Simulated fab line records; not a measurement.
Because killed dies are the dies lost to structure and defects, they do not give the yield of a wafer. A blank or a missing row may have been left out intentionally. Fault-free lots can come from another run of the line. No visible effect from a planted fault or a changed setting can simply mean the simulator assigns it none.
One fault seen from 2 desks    flow rit_cmos    each desk holds nothing but its own numbers, with what lay behind them at the end

AT THE TOOL OWNER'S DESK: implanter-03
The tool's own readings at RIT_NRETRO_IMPLANT_08: means of the sampled wafers that have a number, for each lot that ran on this tool. The brackets show how far a lot's mean lies from the usual mean; more than 4 standard deviations puts the lot out of limits, marked OUT.
Columns: A = dose_ions_cm2 at RIT_NRETRO_IMPLANT_08, usual 9.996e+12; B = faraday_current_uA at RIT_NRETRO_IMPLANT_08, usual 31.6; C = tilt_deg at RIT_NRETRO_IMPLANT_08, usual 7.004 degrees
lot   first seen here  A                            B               C
L869  day 2 15:01      9.991e+12                    31.3            7.000
L875  day 3 22:19      1.000e+13                    31.7            6.999
L876  day 4 04:29      9.992e+12                    31.8            6.989
L881  day 5 04:44      1.444e+13 (+99 or more) OUT  45.3 (+24) OUT  6.995
L884  day 5 18:34      1.444e+13 (+99 or more) OUT  45.6 (+25) OUT  6.999
Finding of this desk: L881, L884 out of limits; the first was L881 at day 5 04:44, on dose_ions_cm2 at RIT_NRETRO_IMPLANT_08. L869, L875, L876: within limits.

METROLOGY DESK
What the gauges read, lot by lot, whatever tool the lot ran on: means of the sampled wafers that have a number. The brackets show how far a lot's mean lies from the usual mean; more than 4 standard deviations puts the lot out of limits, marked OUT.
Columns: A = NRETRO_TW at RIT_NRETRO_TW_MEAS_10, usual 1040
lot   first seen here  A
L869  day 2 15:19      1053
L870  day 2 20:51      1041
L871  day 3 02:41      1049
L875  day 3 22:35      1038
L876  day 4 04:49      1046
L878  day 4 15:32      1026
L879  day 4 22:47      1028
L881  day 5 05:03      1156 (+9.7) OUT
L884  day 5 18:53      1147 (+8.9) OUT
L886  day 6 05:08      1032
L887  day 6 10:11      1046
L888  day 6 14:44      1033
L889  day 6 20:35      1055
L890  day 7 00:56      1033
This desk finds L881, L884 out of limits, with the earliest case on L881 at day 5 05:03 (NRETRO_TW at RIT_NRETRO_TW_MEAS_10). L869, L870, L871, L875, L876, L878, L879, L886, L887, L888, L889, L890: within limits.

TAKEN TOGETHER
At day 5 04:44, on L881, L884, the tool owner's desk was in a position to raise an alarm.
On L881, L884, the metrology desk was in a position to raise an alarm at day 5 05:03.
Every lot named ran RIT_NRETRO_IMPLANT_08 on implanter-03.

WHAT HAD BEEN PUT IN BY THE SIMULATOR
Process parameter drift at RIT_NRETRO_IMPLANT_08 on implanter-03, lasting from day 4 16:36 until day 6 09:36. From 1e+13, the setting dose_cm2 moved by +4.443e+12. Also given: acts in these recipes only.
Struck lots among those shown: L881, L884.
Hours from the fault's start to each desk's first reading out of limits: the tool owner's desk, 12; the metrology desk, 12.
